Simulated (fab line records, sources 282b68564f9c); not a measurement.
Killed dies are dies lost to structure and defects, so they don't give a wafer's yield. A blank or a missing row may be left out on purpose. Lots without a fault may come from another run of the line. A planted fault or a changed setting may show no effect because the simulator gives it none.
Which tool did it? | flow rit_cmos | 15 lots, 45 wafers sampled, at 2 steps of a route of 202

WHAT THE GAUGES READ, wafer by wafer
The record holds no reading of a measuring or inspecting step that can be judged against a usual standard deviation.

WHICH TOOL RAN EACH LOT (tool, then ch and the chambers of the sampled wafers, then the start)
lot  | RIT_FOX1_WET_ETCH_02           | RIT_M1_PROBE_99
L473 | wet_bench-01 ch 3, day 1 18:26 | -
L474 | wet_bench-04 ch 3, day 1 23:19 | -
L475 | wet_bench-01 ch 1, day 2 04:07 | -
L476 | wet_bench-01 ch 1, day 2 11:59 | -
L477 | wet_bench-01 ch 1, day 2 15:19 | prober-02, day 4 10:39
L478 | wet_bench-01 ch 3, day 2 19:36 | prober-01, day 4 16:01
L480 | wet_bench-03 ch 3, day 3 07:26 | -
L481 | wet_bench-03 ch 1, day 3 11:03 | -
L483 | wet_bench-01 ch 3, day 3 21:43 | prober-02, day 5 17:19
L490 | wet_bench-04 ch 0, day 5 08:30 | -
L492 | wet_bench-04 ch 1, day 5 20:20 | -
L493 | wet_bench-04 ch 1, day 6 00:55 | -
L494 | wet_bench-04 ch 2, day 6 07:52 | -
L495 | wet_bench-01 ch 0, day 6 13:45 | -
L496 | wet_bench-01 ch 3, day 6 18:19 | -
- RIT_FOX1_WET_ETCH_02: etches SiO2 in BOE, target depth 350 nm, time 390 s.
- RIT_M1_PROBE_99

WHAT THE TOOLS THEMSELVES READ (means of the sampled wafers that have a number; where no wafer has one, the mark that the record gives instead)
RIT_M1_PROBE_99.
lot  | tool      | killed_at_contacts | killed_at_front_end | killed_dies | killed_on_rim | killed_open | killed_short
L477 | prober-02 | 0.0                | 25.0                | 25.0        | 8.3           | 4.0         | 3.0
L478 | prober-01 | 0.0                | 28.0                | 28.0        | 8.0           | 2.0         | 2.7
L483 | prober-02 | 0.3                | 31.7                | 32.0        | 9.7           | 3.7         | 3.0

THE ANSWER, worked out from the rows above alone
Rule: what is usual is taken from the lots themselves. Put in order of their means at a reading, lots are off if they are a third of the lots or fewer, leave a main group of 4 or more, and stand apart from it by a gap of 3 or more times the standard deviation of the main group's means; of several such gaps the widest counts. A main group whose means are all the same, to the digits that the tables above print for the reading, isn't used. A lot without any number at a reading at which 4 lots or more have one is off too. The other lots that the step has rows for count as sound. The gauges are gone through in route order, then the tools' own readings, and for those a lot's mean is taken as printed above. The first step at which some lot is off is used, and at that step the reading that is off furthest; a lot without a number counts as furthest.
No lot is off at any reading shown: from this, nothing can be told.

WHAT THE SIMULATOR HAD PUT IN
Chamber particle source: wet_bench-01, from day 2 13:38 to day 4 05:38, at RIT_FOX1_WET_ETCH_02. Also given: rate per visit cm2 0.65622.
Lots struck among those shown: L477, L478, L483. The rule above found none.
